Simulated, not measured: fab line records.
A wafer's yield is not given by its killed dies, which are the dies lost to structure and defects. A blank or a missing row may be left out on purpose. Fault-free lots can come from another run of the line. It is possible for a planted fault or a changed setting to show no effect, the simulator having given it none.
2 desks looking at one fault | flow berkeley_cmos170 | only its own numbers are on each desk; what lay behind them is given at the end

## FROM THE METROLOGY DESK
Means of the sampled wafers that have a number, per lot and without regard to the tool the lot ran on: this is what the gauges read. If a lot's mean is further than 4 standard deviations from the usual mean, the lot is out of limits and carries the mark OUT (the distance appears in the brackets).
Columns: A = cd_nm at UCB170_GATE_CD_MEAS_90, usual 350.5 nm; B = SPACER_TEOS_THK at UCB170_SPACER_THK_MEAS_01, usual 376 nm; C = NLDD_RS at UCB170_SDANNEAL_RS_MEAS_05, usual 616.1 ohm/sq
lot  | first seen here | A     | B   | C
L885 | day 5 23:16     | 350.4 | 383 | 614.7
L886 | day 6 06:16     | 351.0 | 382 | 616.9
L887 | day 6 13:44     | 350.1 | 373 | 615.1
L888 | day 6 13:52     | 350.4 | 385 | 614.3
L889 | day 7 03:53     | 349.0 | 371 | 615.2
L892 | day 7 20:32     | 350.3 | 367 | 617.1
L894 | day 7 20:46     | 350.5 | 377 | 617.2
L893 | day 7 20:59     | 353.3 | 371 | 616.6
L895 | day 8 03:56     | 354.2 | 378 | 614.5
L896 | day 8 16:26     | 352.1 | 379 | 615.9
L899 | day 9 14:06     | 349.1 | 374 | 617.0
L900 | day 9 14:11     | 350.6 | 378 | 615.4
L905 | day 9 17:28     | 349.0 | 371 | 602.5 (-9.1) OUT
L906 | day 10 10:16    | 349.0 | 379 | 603.9 (-8.2) OUT
This desk's finding: out of limits on L905, L906; first on L905, day 10 10:00 (NLDD_RS at UCB170_SDANNEAL_RS_MEAS_05). In limits: L885, L886, L887, L888, L889, L892, L894, L893, L895, L896, L899, L900.

## FOR THE TOOL OWNER'S DESK: implanter-01
The tool's own readings at UCB170_NLDD_IMPLANT_09: means of the sampled wafers that have a number, for each lot that ran on this tool. If a lot's mean is further than 4 standard deviations from the usual mean, the lot is out of limits and carries the mark OUT (the distance appears in the brackets).
Columns: A = beam_energy_keV at UCB170_NLDD_IMPLANT_09, usual 30.003; B = tilt_deg at UCB170_NLDD_IMPLANT_09, usual 6.998 degrees
lot  | first seen here | A      | B
L886 | day 6 09:59     | 30.012 | 7.007
L888 | day 6 19:05     | 30.003 | 7.004
L893 | day 8 01:31     | 29.998 | 6.996
L896 | day 8 20:11     | 30.001 | 6.975
L900 | day 9 22:49     | 29.999 | 7.032
L905 | day 9 23:28     | 30.000 | 9.489 (+99 or more) OUT
L906 | day 10 14:44    | 29.999 | 9.507 (+99 or more) OUT
This desk's finding: out of limits on L905, L906; first on L905, day 9 23:28 (tilt_deg at UCB170_NLDD_IMPLANT_09). In limits: L886, L888, L893, L896, L900.

## TAKEN TOGETHER
On L905, L906, at day 9 23:28, an alarm was possible from the tool owner's desk.
An alarm was possible from the metrology desk at day 10 10:00, on L905, L906.
On implanter-01, each named lot ran UCB170_NLDD_IMPLANT_09.

## WHAT THE SIMULATOR HAD PUT IN
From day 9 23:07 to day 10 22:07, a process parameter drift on implanter-01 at UCB170_NLDD_IMPLANT_09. The setting tilt_deg was moved by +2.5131, starting from 7. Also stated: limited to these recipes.
Struck lots among those shown: L905, L906.
Counting hours from when the fault started, the first reading out of limits came at 0 for the tool owner's desk and at 11 for the metrology desk.
